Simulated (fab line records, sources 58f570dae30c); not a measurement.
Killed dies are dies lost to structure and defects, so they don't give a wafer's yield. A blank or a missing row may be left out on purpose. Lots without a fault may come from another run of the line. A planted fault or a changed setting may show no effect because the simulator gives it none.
A struck lot beside a sound one | flow berkeley_cmos170 | 14 steps out of a route of 331
Sound: wafers L710.3, L710.5, L710.6. Struck: wafers L702.2, L702.3, L702.4. The cause comes at the end.
At each step with rows: each side's tool, then ch and its chambers, then its first start. Under that, the readings that differ: sound wafers | struck wafers | difference of the means | sigmas: that difference in standard deviations of wafers without a fault.
alike: readings whose means differ by less than 2 such deviations, and words and numbers that are the same on both sides. not compared: withheld readings, readings that some wafer has no value for, bounds like >300 that may hide the same value, and numbers for which the record gives no deviation and whose values overlap.
The two part at a step that has a row with sigmas, a row that says differs or no value, or rows on one side only. Numbers that don't overlap but have no deviation are shown without sigmas and don't part them. A reading that every wafer of one side lacks parts them only if that side has two wafers or more.

first, 2 steps without rows for these wafers: UCB170_PLDD_PEB_04; UCB170_PLDD_DEVELOP_05 (develop time 45 s).
UCB170_PLDD_CD_MEAS_06: target cd 1200 nm.
  sound on cd_sem-01, day 11 19:47; struck on cd_sem-02, day 10 04:25
  alike: cd_nm
UCB170_PLDD_OVL_MEAS_07:
  sound on overlay-02, day 11 19:53; struck on overlay-01, day 10 04:31
  alike: PLDD_OVL
then, 2 steps without rows for these wafers: UCB170_PLDD_IMPLANT_08; UCB170_PLDD_IMPLANT_09.
UCB170_PLDD_STRIP_10: strips in O2.
  sound on plasma_asher-01 ch 0,1, day 11 20:14; struck on plasma_asher-03 ch 0,1, day 10 04:51
  alike: drypump_motor_current_A, oes_product_au, strip_time_to_endpoint_s
  not compared: rf_hours_counter_h
UCB170_PLDD_TW_MEAS_11:
  sound on film_metro-02, day 11 20:20; struck on film_metro-03, day 10 04:58
  alike: PLDD_TW
then, 4 steps without rows for these wafers: UCB170_PLDD_CLEAN_12 (cleans in SPM, time 600 s); UCB170_NLDD_HMDS_00 (prime time 60 s); UCB170_NLDD_COAT_01 (resist thk 900 nm); UCB170_NLDD_SOFTBAKE_02 (time 60 s).
UCB170_NLDD_EXPOSE_03: exposes mask NSELECT, target cd 1200 nm.
  sound on krf_scanner-02 ch 0, day 11 21:10; struck on krf_scanner-01, day 10 05:48
  no value came back on the struck wafers for exposure_dose_mJ_cm2, focus_offset_nm (nm); on the sound wafers exposure_dose_mJ_cm2 reads 30.04 30.01 30.07
  alike: mask
then, 1 step without rows for these wafers: UCB170_NLDD_PEB_04.

WHERE THEY PART
Only at UCB170_NLDD_EXPOSE_03, within this record.

WHY: what the simulator had put in
Skipped step whole: krf_scanner-01, from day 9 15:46 on, at UCB170_NLDD_EXPOSE_03. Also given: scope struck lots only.
